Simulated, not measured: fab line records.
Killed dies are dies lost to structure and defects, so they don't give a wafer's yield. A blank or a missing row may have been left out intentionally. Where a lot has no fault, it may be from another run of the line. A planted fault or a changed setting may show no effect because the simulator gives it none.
A struck lot beside a sound one | flow berkeley-cmos170 | 31 steps out of a route of 331
Sound: wafers L337.3, L337.4, L337.6. Wafers struck: L338.1, L338.5, L338.6. Last of all comes the cause.
For every step that has rows: the tool of each side, followed by ch and its chambers, followed by its first start. Under that, the readings that differ: sound wafers | struck wafers | difference of the means | sigmas: that difference in standard deviations of wafers without a fault.
alike: words and numbers the same on both sides, and readings whose means are apart by under 2 such deviations; not compared: readings that were withheld, readings missing a value for some wafer, numbers with overlapping values and no deviation given by the record, and bounds like >300 which may hide the same value.
The two part at a step that has a row with sigmas, a row that says differs or no value, or rows on one side only. Non-overlapping numbers with no deviation appear without sigmas and do not part them. Lack of a reading on every wafer of one side parts them only where that side has two or more wafers.

first, 6 steps without rows for these wafers: UCB170_V1_HMDS_06 (prime time 60 s); UCB170_V1_COAT_07 (resist thk 900 nm); UCB170_V1_SOFTBAKE_08 (time 60 s); UCB170_V1_EXPOSE_09 (exposes mask VIA1, target cd 700 nm); UCB170_V1_PEB_10; UCB170_V1_DEVELOP_11 (develop time 45 s).
UCB170_V1_CD_MEAS_12: target cd 700 nm.
  sound on cd-sem-01, day 10 06:19; struck on cd-sem-01, day 11 04:00
  alike: cd-nm
UCB170_V1_OVL_MEAS_13:
  sound on overlay-01, day 10 06:24; struck on overlay-01, day 11 04:07
  alike: V1_OVL
UCB170_V1_ETCH_14: etches SiO2 in CHF3/CF4/Ar, stops on Al, target depth 1250 nm, time 291 s.
  sound on rie-diel-04 ch 0,2, day 10 06:25; struck on rie-diel-03 ch 0,1, day 11 04:10
  alike: CHF3_flow_sccm, drypump-motor-current-A, oes-product-au, throttle-valve-pct
  not compared: rf-hours-counter-h
UCB170_V1_STRIP_15: strips in O2.
  sound on plasma-asher-02 ch 0,1, day 10 06:38; struck on plasma-asher-04 ch 0,1, day 11 04:20
  alike: drypump-motor-current-A, oes-product-au, strip-time-to-endpoint-s
  not compared: rf-hours-counter-h
UCB170_V1_CD_MEAS_90: target cd 700 nm.
  sound on cd-sem-01, day 10 06:44; struck on cd-sem-01, day 11 04:26
  alike: cd-nm
then, 1 step without rows for these wafers: UCB170_M2_PRE_CLEAN_00 (preclean etch time 60 s).
UCB170_M2_SPUTTER_01: material Al, target thk 900 nm, time 120 s.
  sound on pvd-sputter-04, day 10 06:53; struck on pvd-sputter-03, day 11 04:53
  alike: throttle-valve-pct
UCB170_M2_RS_MEAS_02: measurement is done with a four-point probe.
  sound on film-metro-03, day 10 07:01; struck on film-metro-04, day 11 04:58
  reading           | sound                | struck               | difference | sigmas
  M2_AL_RS (ohm/sq) | 0.0321 0.0320 0.0320 | 0.0160 0.0160 0.0163 | -0.0159    | -46
UCB170_M2_THK_MEAS_03: measures by xrf.
  sound on film-metro-03, day 10 07:07; struck on film-metro-04, day 11 05:09
  reading        | sound       | struck         | difference | sigmas
  M2_AL_THK (nm) | 913 914 911 | 1814 1808 1805 | +896       | +90
then, 3 steps without rows for these wafers: UCB170_M2_HMDS_04 (prime time 60 s); UCB170_M2_COAT_05 (resist thk 900 nm); UCB170_M2_SOFTBAKE_06 (time 60 s).
UCB170_M2_STRIP_07: strips in O2.
  sound on plasma-asher-04 ch 0,1, day 10 07:38; struck on plasma-asher-01 ch 0,1, day 11 05:53
  alike: drypump-motor-current-A, oes-product-au, strip-time-to-endpoint-s
  not compared: rf-hours-counter-h
then, 7 steps without rows for these wafers: UCB170_M2_STRIP_08 (strips KrF in DMSO, time 600 s); UCB170_M2_COAT_09; UCB170_M2_COAT_10 (resist thk 911.2 nm); UCB170_M2_SOFTBAKE_11 (time 60 s); UCB170_M2_EXPOSE_12 (exposes mask METAL2, target cd 700 nm); UCB170_M2_PEB_13; UCB170_M2_DEVELOP_14 (develop time 45 s).
UCB170_M2_CD_MEAS_15: target cd 700 nm.
  sound on cd-sem-02, day 10 11:15; struck on cd-sem-02, day 11 07:21
  reading    | sound             | struck            | difference | sigmas
  cd-nm (nm) | 699.2 699.3 698.2 | 702.7 703.0 701.6 | +3.5       | +3
UCB170_M2_OVL_MEAS_16:
  sound on overlay-02, day 10 11:21; struck on overlay-01, day 11 07:28
  reading     | sound  | struck     | difference | sigmas
  M2_OVL (nm) | 5 0 -1 | -10 -8 -16 | -13        | -2
UCB170_M2_ETCH_17: etches BARC in N2/H2.
  sound on rie-diel-04 ch 0,2,3, day 10 11:22; struck on rie-diel-03 ch 0,1,2, day 11 07:31
  alike: drypump-motor-current-A, oes-product-au, throttle-valve-pct
UCB170_M2_METAL_ETCH_18: etches Al in Cl2/BCl3, stops on SiO2, target depth 1170 nm, time 195 s.
  sound on rie-metal-01 ch 0,1, day 10 11:28; struck on rie-metal-01 ch 0,1, day 11 07:33
  reading                        | sound             | struck            | difference | sigmas
  oes-product-au (a.u.)          | 0.862 0.853 0.847 | 1.005 1.005 0.964 | +0.137     | +17
  model.etch.depth-nm (nm)       | 903.6 906.5 906.8 | 1180 1197 1120    | +260       |
  model.M2.feature-depth-nm (nm) | 959.2 963 963.8   | 1180 1197 1120    | +204       |
  alike: bcl3-flow-sccm, drypump-motor-current-A, throttle-valve-pct
  not compared: rf-hours-counter-h
UCB170_M2_STRIP_19: strips in O2.
  sound on plasma-asher-01 ch 0,1, day 10 11:39; struck on plasma-asher-04 ch 0,1, day 11 07:44
  alike: drypump-motor-current-A, oes-product-au
  not compared: rf-hours-counter-h

## WHERE THEY PART
First at UCB170_M2_RS_MEAS_02; last, within this record, at UCB170_M2_METAL_ETCH_18. Later steps at which nothing parts them and some readings are alike: UCB170_M2_STRIP_19.

WHY: what had been put in by the simulator
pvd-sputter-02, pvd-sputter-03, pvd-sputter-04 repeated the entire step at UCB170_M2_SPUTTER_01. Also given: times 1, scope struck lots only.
